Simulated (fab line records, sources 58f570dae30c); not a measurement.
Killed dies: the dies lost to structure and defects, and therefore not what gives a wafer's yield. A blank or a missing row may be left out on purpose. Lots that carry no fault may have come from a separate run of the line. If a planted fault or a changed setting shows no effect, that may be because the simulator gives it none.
Which tool was responsible? | flow berkeley-cmos170 | Sampling: 14 lots, 42 wafers, 4 of 331 route steps

== WHAT THE GAUGES READ, wafer by wafer ==
UCB170_START_THK_MEAS_03.
lot  | measured    | on            | START_OXIDE_THK (nm)
L624 | day 1 15:06 | film-metro-03 | 20.3 20.6 20.7
L625 | day 1 20:27 | film-metro-03 | 20.9 20.6 20.6
L626 | day 2 00:26 | film-metro-03 | 19.9 20.1 19.9
L627 | day 2 06:19 | film-metro-02 | 20.7 20.2 20.4
L628 | day 2 10:46 | film-metro-02 | 20.0 20.3 19.8
L630 | day 2 17:46 | film-metro-03 | 20.6 20.5 20.4
L629 | day 2 17:47 | film-metro-02 | 20.3 20.3 20.2
L631 | day 3 01:42 | film-metro-02 | 20.4 20.3 20.4
L632 | day 3 10:17 | film-metro-03 | 20.4 19.9 20.3
L638 | day 4 13:36 | film-metro-03 | 20.0 20.1 20.0
L639 | day 4 17:35 | film-metro-01 | 19.7 20.1 20.0
L641 | day 5 05:39 | film-metro-02 | 19.6 19.7 19.8
L644 | day 5 19:10 | film-metro-01 | 20.5 20.7 20.5
L647 | day 6 08:18 | film-metro-03 | 19.8 20.0 20.0

UCB170_ACTIVE_THK_MEAS_03.
lot  | measured    | on            | ACTIVE_OXIDE_THK (nm)
L624 | day 4 09:29 | film-metro-03 | 26.5 26.7 26.1
L625 | day 4 09:29 | film-metro-01 | 26.6 26.3 26.4
L626 | day 4 09:33 | film-metro-03 | 26.3 26.2 26.6
L627 | day 5 04:07 | film-metro-01 | 25.9 25.9 26.4
L628 | day 5 04:07 | film-metro-02 | 26.1 26.4 26.3
L630 | day 5 14:46 | film-metro-01 | 25.8 25.7 25.7
L629 | day 5 14:46 | film-metro-02 | 26.9 26.9 26.3
L631 | day 5 17:41 | film-metro-01 | 26.2 26.3 26.2
L632 | day 6 09:01 | film-metro-03 | 26.2 26.2 26.6
L638 | day 7 02:40 | film-metro-02 | 26.0 26.4 26.1
L639 | day 7 02:39 | film-metro-01 | 25.9 25.9 26.0
L641 | day 7 09:38 | film-metro-01 | 26.0 26.9 26.6
L644 | day 7 20:08 | film-metro-02 | 26.1 26.6 26.7
L647 | day 8 05:46 | film-metro-02 | 25.5 25.0 24.9

UCB170_PLDD_TW_MEAS_11.
lot  | measured     | on            | PLDD_TW
L624 | day 6 20:31  | film-metro-03 | 1005 1007 1005
L625 | day 6 20:39  | film-metro-03 | 1010 1009 1006
L626 | day 6 20:49  | film-metro-01 | 1007 1005 1005
L627 | day 7 06:33  | film-metro-01 | 1016 1010 1004
L628 | day 7 06:25  | film-metro-02 | 1007 1010 1011
L630 | day 7 18:47  | film-metro-01 | 1008 1004 1010
L629 | day 7 19:30  | film-metro-03 | 1000 995 1001
L631 | day 7 18:47  | film-metro-03 | 1001 1002 996
L632 | day 8 09:42  | film-metro-03 | 1009 1010 1009
L638 | day 9 08:35  | film-metro-02 | 1019 1021 1020
L639 | day 9 07:44  | film-metro-02 | 1021 1017 1015
L641 | day 9 11:01  | film-metro-03 | 1004 1011 1009
L644 | day 10 04:18 | film-metro-01 | 1005 1009 1012
L647 | day 10 11:50 | film-metro-02 | 1012 1009 1019

== EACH LOT AND THE TOOL THAT RAN IT (in order: tool; ch and the chambers of the sampled wafers; start) ==
lot  | UCB170_PVT_STRIP_08
L624 | plasma-asher-03 ch 0,1, day 6 06:41
L625 | plasma-asher-04 ch 0,1, day 6 06:16
L626 | plasma-asher-02 ch 0,1, day 6 06:32
L627 | plasma-asher-04 ch 0,1, day 6 17:41
L628 | plasma-asher-02 ch 0,1, day 6 17:18
L630 | plasma-asher-03 ch 0,1, day 7 03:45
L629 | plasma-asher-04 ch 0,1, day 7 03:43
L631 | plasma-asher-04 ch 0,1, day 7 03:31
L632 | plasma-asher-04 ch 0,1, day 7 20:35
L638 | plasma-asher-04 ch 1, day 8 15:22
L639 | plasma-asher-03 ch 0,1, day 8 15:09
L641 | plasma-asher-04 ch 0,1, day 8 22:50
L644 | plasma-asher-03 ch 0,1, day 9 15:56
L647 | plasma-asher-02 ch 1, day 9 22:03
- UCB170_PVT_STRIP_08: strips in O2.

== WHAT THE TOOLS THEMSELVES READ (means of the sampled wafers that have a number; where no wafer has one, the mark that the record gives instead) ==
UCB170_PVT_STRIP_08.
lot  | tool            | drypump-motor-current-A (A) | o2-flow-sccm (sccm) | oes-product-au (a.u.) | strip-time-to-endpoint-s (s)
L624 | plasma-asher-03 | 5.9                         | 400.7               | 0.731                 | 21.62
L625 | plasma-asher-04 | 6.1                         | 400.8               | 0.734                 | 21.59
L626 | plasma-asher-02 | 5.8                         | 401.2               | 0.736                 | 21.60
L627 | plasma-asher-04 | 6.1                         | 400.4               | 0.733                 | 21.64
L628 | plasma-asher-02 | 5.7                         | 400.3               | 0.732                 | 21.66
L630 | plasma-asher-03 | 5.8                         | 399.2               | 0.736                 | 21.65
L629 | plasma-asher-04 | 5.7                         | 400.0               | 0.733                 | 21.66
L631 | plasma-asher-04 | 6.2                         | 400.1               | 0.734                 | 21.61
L632 | plasma-asher-04 | 5.7                         | 399.9               | 0.734                 | 21.60
L638 | plasma-asher-04 | 5.3                         | 601.8               | 0.761                 | 20.55
L639 | plasma-asher-03 | 5.9                         | 400.6               | 0.737                 | 21.63
L641 | plasma-asher-04 | 6.1                         | 600.0               | 0.759                 | 20.57
L644 | plasma-asher-03 | 5.9                         | 399.5               | 0.736                 | 21.47
L647 | plasma-asher-02 | 5.2                         | 399.8               | 0.735                 | 21.75

== THE ANSWER, worked out from the rows above alone ==
Rule: what is usual is taken from the lots themselves. Put in order of their means at a reading, lots are off if they are a third of the lots or fewer, leave a main group of 4 or more, and stand apart from it by a gap of 3 or more times the standard deviation of the main group's means; of several such gaps the widest counts. A main group whose means are all the same, to the digits that the tables above print for the reading, isn't used. A lot without any number at a reading at which 4 lots or more have one is off too. Where the step has rows for the other lots, those lots are counted as sound. The gauges are gone through in route order, then the tools' own readings, and for those a lot's mean is taken as printed above. The first step at which some lot is off is used, and at that step the reading that is off furthest; a lot without a number counts as furthest.
Off at UCB170_PVT_STRIP_08 (o2-flow-sccm): L638, L641. Main group: mean 400.2 sccm, sd 0.55.
If a tool, at that step or one of the process steps before it, ran each lot that is off and ran no sound lot following the first of them, it fits. One fits: UCB170_PVT_STRIP_08 on plasma-asher-04. Its last sound lot is L632 (day 7 20:35), its first lot that is off L638 (day 8 15:22): a fault that began between those two fits.
The tool's own readings at UCB170_PVT_STRIP_08 bear it out: on the lots that are off they differ by more than 5 times the standard deviation of the sound lots' means. o2-flow-sccm reads 600.9 sccm there against 400.2 sccm on the sound lots; oes-product-au reads 0.760 a.u. there against 0.734 a.u. on the sound lots; strip-time-to-endpoint-s reads 20.56 s there against 21.62 s on the sound lots.

== WHAT THE SIMULATOR PUT IN ==
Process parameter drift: plasma-asher-04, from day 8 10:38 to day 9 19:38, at UCB170_PVT_STRIP_08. The setting o2-flow-sccm was moved by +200, starting from 400. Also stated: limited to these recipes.
Struck lots among those shown: L638, L641. The same result came from the rule above.
